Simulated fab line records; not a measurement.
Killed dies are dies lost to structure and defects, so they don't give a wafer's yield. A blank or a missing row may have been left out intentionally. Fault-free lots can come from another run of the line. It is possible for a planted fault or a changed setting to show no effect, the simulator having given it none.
8D (eight disciplines) problem report, filled in by code / flow berkeley cmos170 / the parts of the form that need people (team, actions taken, sign-off) are left out

== 1. PROBLEM STATEMENT ==
Wafers without a fault read 1199.8 nm, standard deviation 1.3; cd nm at UCB170_PSD_CD_MEAS_06 reads a mean of 1212.4 nm on 6 wafers belonging to 2 lots. Measured from the usual mean, that is +9.7 standard deviations.
The step: target cd 1200 nm.
The first sign was on wafer L196.4 at day 8 22:08, on cd sem-01. At this step, 42 wafers from 14 lots have a number in the record. Rule for "out", or "out of limits": more than 4 standard deviations from the usual mean. Any other wafer with a number is counted as sound.

== 2. WHAT IT IS AND WHAT IT IS NOT ==
question=which readings at this step | is=cd nm | is not=-
question=which lots | is=L196, L200 | is not=L189, L190, L192, L193, L194, L199, L202, L207, L208, L210, L211, L212
question=which wafers of those lots | is=all that have a number | is not=-
question=read on which gauges | is=cd sem-01 | is not=cd sem-02
question=when | is=from day 8 22:08 | is not=up to then (15 sound wafers); but 21 sound wafers of L199, L202, L207, L208, L210, L211, L212 came after

== 3. THE SUSPECTS, EACH WITH WHAT RULES IT OUT ==
Counting: any tool at a process step up to the reading is kept as a suspect provided that every lot that is out went through it and no sound lot did after the first of them.
- the gauge at UCB170_PSD_CD_MEAS_06: kept. All the wafers that are out were read on cd sem-01, and no step on other tools shows them out.
- litho track-03 at UCB170_PSD_PEB_04: ruled out as a lasting fault. Sound lots L212, L210, L211 ran on it after its first lot that is out, L196 (day 8 21:52).
Left after counting: cd sem-01 at UCB170_PSD_CD_MEAS_06.

== 4. THE CAUSE (what the simulator had put in) ==
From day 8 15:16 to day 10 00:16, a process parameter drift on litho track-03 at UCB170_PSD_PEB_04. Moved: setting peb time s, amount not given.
The count ruled it out by mistake, since the rule takes a fault to strike every lot its tool runs from the start of the fault on, and this one did not do so.

== 5. THE EFFECT CHAIN, in route order ==
Each row: a reading whose mean over the struck wafers that have a number lies more than 3 standard deviations from the usual. Scope: only readings with a usual standard deviation given in the record; hours: median across lots of the time from each lot's start at the first step in this table that gives one to its start at this step; sigmas: change in usual standard deviations.
hours=0; step=UCB170_PSD_CD_MEAS_06; reading=cd nm; usual=1199.8 nm; on struck wafers=1212.4; change=+12.6; sigmas=+9.7

== 6. WHAT WOULD HAVE CAUGHT IT SOONER ==
The first out-of-limits reading at a measuring or inspecting step in this record came at day 8 22:08, 7 hours after the fault's start at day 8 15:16.
No tool reading at UCB170_PSD_PEB_04 that has a usual standard deviation in the record was out on any struck wafer, so an alarm limit of 4 standard deviations on those readings would not have fired.
